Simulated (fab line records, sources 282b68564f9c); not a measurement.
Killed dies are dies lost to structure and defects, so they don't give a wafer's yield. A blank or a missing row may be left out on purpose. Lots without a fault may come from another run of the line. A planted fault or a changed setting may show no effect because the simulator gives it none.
A struck lot beside a sound one | flow rit_cmos | 15 steps out of a route of 202
Sound: wafers L736.1, L736.4, L736.5. Struck: wafer L753.2. (L753.1, L753.3 of the same lot were not struck and are left out.) The cause comes at the end.
At each step with rows: each side's tool, then ch and its chambers, then its first start. Under that, the readings that differ: sound wafers | struck wafers | difference of the means | sigmas: that difference in standard deviations of wafers without a fault.
alike: readings whose means differ by less than 2 such deviations, and words and numbers that are the same on both sides. not compared: withheld readings, readings that some wafer has no value for, bounds like >300 that may hide the same value, and numbers for which the record gives no deviation and whose values overlap.
The two part at a step that has a row with sigmas, a row that says differs or no value, or rows on one side only. Numbers that don't overlap but have no deviation are shown without sigmas and don't part them. A reading that every wafer of one side lacks parts them only if that side has two wafers or more.

RIT_ACTIVE_THK_MEAS_02:
  sound on film_metro-03, day 2 14:01; struck on film_metro-04, day 6 02:34
  alike: ACTIVE_OXIDE_THK
then, 1 step without rows for these wafers: RIT_ACTIVE_CVD_03 (deposits Si3N4 from SiH2Cl2/NH3, target thk 150 nm, time 1500 s).
RIT_ACTIVE_THK_MEAS_04:
  sound on film_metro-03, day 2 17:23; struck on film_metro-03, day 6 04:03
  alike: ACTIVE_NITRIDE_THK
then, 6 steps without rows for these wafers: RIT_ACTIVE_HMDS_05 (prime time 60 s); RIT_ACTIVE_COAT_06 (resist thk 1000 nm); RIT_ACTIVE_SOFTBAKE_07 (time 60 s); RIT_ACTIVE_EXPOSE_08 (exposes mask M1, target cd 1400 nm); RIT_ACTIVE_PEB_09; RIT_ACTIVE_DEVELOP_10 (develop time 50 s).
RIT_ACTIVE_CD_MEAS_11: target cd 1400 nm.
  sound on cd_sem-02, day 2 18:53; struck on cd_sem-02, day 6 05:05
  alike: cd_nm
then, 1 step without rows for these wafers: RIT_ACTIVE_HARDBAKE_12 (time 60 s).
RIT_ACTIVE_ETCH_13: etches Si3N4 in SF6, stops on SiO2, time 210 s, target depth 210 nm.
  sound on rie_diel-03 ch 0,1,2, day 2 19:10; struck on rie_diel-01 ch 2, day 6 05:22
  alike: drypump_motor_current_A, oes_product_au, throttle_valve_pct
  not compared: rf_hours_counter_h
RIT_ACTIVE_STRIP_14: strips in O2, time 180 s.
  sound on plasma_asher-01 ch 0, day 2 19:18; struck on plasma_asher-02 ch 0, day 6 05:29
  reading                        | sound          | struck | difference | sigmas
  chamber_pressure_mTorr (mTorr) | 3997 4001 3996 | 3196   | -802       | -99 or more
  alike: drypump_motor_current_A, o2_flow_sccm
  not compared: rf_hours_counter_h
RIT_ACTIVE_CD_MEAS_90: target cd 1400 nm.
  sound on cd_sem-02, day 2 19:28; struck on cd_sem-02, day 6 05:40
  alike: cd_nm
then, 1 step without rows for these wafers: RIT_M1_PROBE_99.

WHERE THEY PART
Only at RIT_ACTIVE_STRIP_14, within this record. Later steps at which nothing parts them and some readings are alike: RIT_ACTIVE_CD_MEAS_90.

WHY: what the simulator had put in
Process parameter drift: plasma_asher-02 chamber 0, from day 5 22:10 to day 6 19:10, at RIT_ACTIVE_STRIP_14. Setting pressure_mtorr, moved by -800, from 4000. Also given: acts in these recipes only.
